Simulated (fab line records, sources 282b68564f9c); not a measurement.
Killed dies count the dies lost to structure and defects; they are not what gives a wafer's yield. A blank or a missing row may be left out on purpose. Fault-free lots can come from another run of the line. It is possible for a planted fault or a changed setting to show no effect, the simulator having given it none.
Split-lot trial | flow rit-cmos | 23 wafers read across 5 lots, on a route 202 steps long

SPLIT DETAILS
At RIT_NLDD_COAT_01 (resist thk 1000 nm), the setting resist-thk-nm was moved away from the recipe's 1000 nm on 5 of the 23 wafers read, by +3.7% to +5.0%. The other wafers ran this setting at the recipe's value.

FROM THE SPLIT TO THE READING: what the file shows between them, 3 steps
- RIT_NLDD_SOFTBAKE_02: time 60 s
- RIT_NLDD_EXPOSE_03: exposes mask M7, target cd 40700 nm
- RIT_NLDD_DEVELOP_05: develop time 50 s

THE READING
NOVOLAK_of_NLDD_COAT_01.thk-nm (the simulator's own value, which no gauge read), in nm, at RIT_NLDD_HARDBAKE_07 (time 60 s). No usual value for it is given in the file. Across the 18 wafers here that went through the recipe, the average is 884.5 nm and the standard deviation 1.7 nm.

wafer  | tool, chamber at the split | resist-thk-nm as run, nm | against the recipe | NOVOLAK_of_NLDD_COAT_01.thk-nm, nm | against lot-mates on the recipe
L074.1 | litho-track-03, 0          | 1000                     | recipe             | 882.5                              | -
L074.3 | litho-track-03, 0          | 1037                     | +3.7%              | 916.3                              | +32.3
L074.4 | litho-track-03, 0          | 1000                     | recipe             | 886                                | -
L074.5 | litho-track-03, 0          | 1000                     | recipe             | 883.6                              | -
L074.6 | litho-track-03, 0          | 1037                     | +3.7%              | 912.8                              | +28.8
L077.1 | litho-track-02, 0          | 1000                     | recipe             | 887.1                              | -
L077.2 | litho-track-02, 0          | 1000                     | recipe             | 885.2                              | -
L077.3 | litho-track-02, 0          | 1000                     | recipe             | 887.5                              | -
L077.4 | litho-track-02, 0          | 1000                     | recipe             | 885.7                              | -
L077.6 | litho-track-02, 0          | 1000                     | recipe             | 885.1                              | -
L080.1 | litho-track-03, 0          | 1050                     | +5.0%              | 926.1                              | +42.3
L080.2 | litho-track-03, 0          | 1000                     | recipe             | 883.9                              | -
L080.4 | litho-track-03, 0          | 1050                     | +5.0%              | 924.6                              | +40.8
L080.6 | litho-track-03, 0          | 1050                     | +5.0%              | 924.6                              | +40.8
L080.5 | litho-track-03, 0          | 1000                     | recipe             | 883.8                              | -
L082.1 | litho-track-01, 0          | 1000                     | recipe             | 881.7                              | -
L082.2 | litho-track-01, 0          | 1000                     | recipe             | 881.1                              | -
L082.3 | litho-track-01, 0          | 1000                     | recipe             | 884.3                              | -
L085.1 | litho-track-03, 0          | 1000                     | recipe             | 886.6                              | -
L085.2 | litho-track-03, 0          | 1000                     | recipe             | 884.4                              | -
L085.3 | litho-track-03, 0          | 1000                     | recipe             | 883.4                              | -
L085.4 | litho-track-03, 0          | 1000                     | recipe             | 884.6                              | -
L085.6 | litho-track-03, 0          | 1000                     | recipe             | 885.3                              | -

THE FIT
A straight line over all 23 wafers: NOVOLAK_of_NLDD_COAT_01.thk-nm changes by +8.11 nm for each +1% of resist-thk-nm; r = +0.99; the points scatter about the line by 1.7 nm.
The same after taking each lot's own level away (the mean of its wafers on the recipe; 23 wafers): +8.25 nm for each +1%; r = +1.00; scatter 1.2 nm.
On that fit, the largest move of resist-thk-nm shifts the reading by 41 nm.
Across the lots, their own levels run from 882.37 to 886.12 nm, a range of 2.2 times the standard deviation given above.
The two slopes agree, so the slope changes little with the lot-to-lot level.
Check: for one of the wafers moved furthest among these (+5.0%), held out of the fit, the line's prediction against its lot-mates is +40.9 nm. It came out at +42.3 nm against them.

FURTHER SPLITS ON THESE WAFERS
Before the reading, these wafers also passed through other splits. Each is held against what the fit with the lots' levels taken away leaves over:
other split on the same wafers      | wafers away from the commonest value | r with NOVOLAK_of_NLDD_COAT_01.thk-nm (lot level and that fit taken away)
RIT_ACTIVE_OXIDATION_01 ox-time-s   | 15                                   | +0.00
RIT_ACTIVE_CVD_03 pressure-mtorr    | 15                                   | +0.00
RIT_ACTIVE_ETCH_13 pressure-mtorr   | 15                                   | +0.00
RIT_NWELL_COAT_01 spin-rpm          | 6                                    | -0.18
RIT_NWELL_DEVELOP_05 develop-time-s | 5                                    | -0.20
RIT_PWELL_IMPLANT_08 energy-kev     | 5                                    | +0.33
RIT_PRETRO_COAT_01 resist-thk-nm    | 8                                    | +0.09
RIT_PRETRO_SOFTBAKE_02 temp-c       | 6                                    | +0.37
RIT_GATE_OXIDATION_05 ox-time-s     | 10                                   | +0.00

THE WHOLE CHAIN: every reading that the file lists as answering this split, in the file's order
step                 | what it does       | reading                                                                         | change (the file's fit)              | r (the file's)
RIT_NLDD_COAT_01     | resist thk 1000 nm | NOVOLAK_of_NLDD_COAT_01.thk-nm (the simulator's own value, which no gauge read) | +9.43 nm for each +1% of the setting | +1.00
RIT_NLDD_HARDBAKE_07 | time 60 s          | NOVOLAK_of_NLDD_COAT_01.thk-nm (the simulator's own value, which no gauge read) | +8.25 nm for each +1% of the setting | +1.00

FILE'S OWN FIT
NOVOLAK_of_NLDD_COAT_01.thk-nm changes by +8.25 nm for each +1% of resist-thk-nm, r = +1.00.
